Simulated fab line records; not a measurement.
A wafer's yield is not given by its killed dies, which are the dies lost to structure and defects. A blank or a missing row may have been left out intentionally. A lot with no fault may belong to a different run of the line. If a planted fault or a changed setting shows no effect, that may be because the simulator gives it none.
A single fault, viewed from 2 desks | flow ritCmos | what lay behind the numbers comes last; until then each desk has only its own

## AT THE TOOL OWNER'S DESK: pvdSputter-04
The tool's own readings at RIT_M1_SPUTTER_00 (material Al, target thk 400 nm, time 500 s): means of the sampled wafers that have a number, for each lot that ran on this tool. A lot is out of limits, marked OUT, if its mean lies more than 4 standard deviations from the usual mean; the brackets give that distance.
Columns: A = cathodeDcPowerW at RIT_M1_SPUTTER_00, usual 2000.0 W; B = chamberPressurePa at RIT_M1_SPUTTER_00, usual 0.4000 Pa; C = throttleValvePct at RIT_M1_SPUTTER_00, usual 30.1 %
lot  | first seen here | A                        | B      | C
L989 | day 3 05:47     | 1999.8                   | 0.4002 | 30.5
L991 | day 3 16:14     | 2000.2                   | 0.4003 | 30.6
L993 | day 4 02:03     | 1999.8                   | 0.3998 | 29.9
L995 | day 4 11:23     | 2000.0                   | 0.3994 | 30.6
L997 | day 4 21:58     | 1999.6                   | 0.4000 | 30.2
L101 | day 5 17:53     | 1892.5 (-99 or more) OUT | 0.3994 | 30.1
L105 | day 6 14:23     | 1892.6 (-99 or more) OUT | 0.4003 | 30.7
This desk finds L101, L105 out of limits, L101 being first, at day 5 17:53 (cathodeDcPowerW at RIT_M1_SPUTTER_00). L989, L991, L993, L995, L997 stayed within limits.

## METROLOGY DESK
Lot by lot, what the gauges showed, no matter which tool ran the lot: averages of those sampled wafers that carry a number. A lot is out of limits, marked OUT, if its mean lies more than 4 standard deviations from the usual mean; the brackets give that distance.
Columns: A = M1_AL_RS at RIT_M1_RS_MEAS_01, usual 0.0733 ohm/sq; B = M1_AL_THK at RIT_M1_THK_MEAS_02, usual 397 nm
lot  | first seen here | A                 | B
L989 | day 3 06:05     | 0.0735            | 395
L991 | day 3 16:32     | 0.0725            | 401
L992 | day 3 20:07     | 0.0733            | 398
L993 | day 4 02:22     | 0.0741            | 396
L995 | day 4 11:40     | 0.0735            | 396
L996 | day 4 16:23     | 0.0730            | 394
L997 | day 4 22:15     | 0.0737            | 389
L998 | day 5 08:01     | 0.0732            | 394
L101 | day 5 18:11     | 0.0773 (+6.6) OUT | 379 (-4.6) OUT
L105 | day 6 14:41     | 0.0780 (+7.7) OUT | 378 (-4.8) OUT
L106 | day 6 20:04     | 0.0731            | 395
L108 | day 7 06:53     | 0.0735            | 397
L110 | day 7 14:56     | 0.0730            | 396
L112 | day 8 01:07     | 0.0732            | 398
This desk's result: L101, L105 out of limits, first on L101 (M1_AL_RS at RIT_M1_RS_MEAS_01), day 5 18:11. L989, L991, L992, L993, L995, L996, L997, L998, L106, L108, L110, L112 stayed within limits.

## TAKEN TOGETHER
The tool owner's desk had the chance to raise an alarm at day 5 17:53 on L101, L105.
An alarm was possible from the metrology desk at day 5 18:11, on L101, L105.
Of the lots named, all ran RIT_M1_SPUTTER_00 on pvdSputter-04.

## WHAT THE SIMULATOR HAD INSERTED
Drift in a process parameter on pvdSputter-04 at RIT_M1_SPUTTER_00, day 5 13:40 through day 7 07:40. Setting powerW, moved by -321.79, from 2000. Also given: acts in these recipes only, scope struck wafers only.
Struck lots among those shown: L101, L105.
Time in hours from fault onset to the first out-of-limits reading at each desk: tool owner's desk 4, metrology desk 5.
